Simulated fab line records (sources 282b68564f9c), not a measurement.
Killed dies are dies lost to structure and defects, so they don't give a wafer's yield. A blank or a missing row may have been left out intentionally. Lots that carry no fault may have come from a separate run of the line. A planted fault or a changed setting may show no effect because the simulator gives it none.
Which tool did it? | flow rit_cmos | 45 wafers sampled from 15 lots at 1 step of a route of 202

== WHAT THE GAUGES READ, wafer by wafer ==
The record holds no reading of a measuring or inspecting step that can be judged against a usual standard deviation.

== TOOL THAT RAN EACH LOT (tool first, then ch and the chambers of the sampled wafers, then the start) ==
lot  | RIT_PWELL_DEVELOP_05
L830 | litho_track-01 ch 0, day 2 00:00
L831 | litho_track-04 ch 0, day 2 04:00
L832 | litho_track-04 ch 0, day 2 09:00
L833 | litho_track-03 ch 0, day 2 15:00
L834 | litho_track-03 ch 0, day 2 19:00
L837 | litho_track-04 ch 0, day 3 10:00
L842 | litho_track-03 ch 0, day 4 12:00
L843 | litho_track-01 ch 0, day 4 17:00
L846 | litho_track-01, day 5 07:00
L847 | litho_track-01, day 5 16:00
L848 | litho_track-03, day 5 21:00
L850 | litho_track-03 ch 0, day 6 04:00
L851 | litho_track-04 ch 0, day 6 09:00
L852 | litho_track-04 ch 0, day 6 12:00
L853 | litho_track-01 ch 0, day 6 19:00
- RIT_PWELL_DEVELOP_05: develop time 68 s.

== AS READ BY THE TOOLS THEMSELVES (means over the sampled wafers that have a number; for cases with no such wafer, the mark the record gives instead) ==
RIT_PWELL_DEVELOP_05.
lot  | tool           | chill_plate_temp_C (C)
L830 | litho_track-01 | 23.02
L831 | litho_track-04 | 22.92
L832 | litho_track-04 | 22.97
L833 | litho_track-03 | 23.06
L834 | litho_track-03 | 22.94
L837 | litho_track-04 | 23.06
L842 | litho_track-03 | 23.06
L843 | litho_track-01 | 23.13
L846 | litho_track-01 | -
L847 | litho_track-01 | -
L848 | litho_track-03 | -
L850 | litho_track-03 | 23.00
L851 | litho_track-04 | 23.00
L852 | litho_track-04 | 23.04
L853 | litho_track-01 | 23.02

== THE ANSWER, worked out from the rows above alone ==
Rule: usual is defined by the lots themselves. Put in order of their means at a reading, lots are off if they are a third of the lots or fewer, leave a main group of 4 or more, and stand apart from it by a gap of 3 or more times the standard deviation of the main group's means; of several such gaps the widest counts. The tables above print the reading to a certain number of digits; a main group whose means all agree to those digits is not used. A lot without any number at a reading at which 4 lots or more have one is off too. Where the step has rows for the other lots, those lots are counted as sound. After the gauges, taken in route order, come the tools' own readings; for these a lot's mean is taken, as printed above. At the first step where some lot is off, the reading lying furthest off is the one used; lots without a number count as furthest.
Off: L846, L847, L848 (RIT_PWELL_DEVELOP_05, chill_plate_temp_C). Without a number there: L846, L847, L848. For the main group the mean is 23.02 C and the standard deviation 0.056.
If a tool, at that step or one of the process steps before it, ran each lot that is off and ran no sound lot following the first of them, it fits. Of those tried, none fits.

== WHAT THE SIMULATOR HAD PUT IN ==
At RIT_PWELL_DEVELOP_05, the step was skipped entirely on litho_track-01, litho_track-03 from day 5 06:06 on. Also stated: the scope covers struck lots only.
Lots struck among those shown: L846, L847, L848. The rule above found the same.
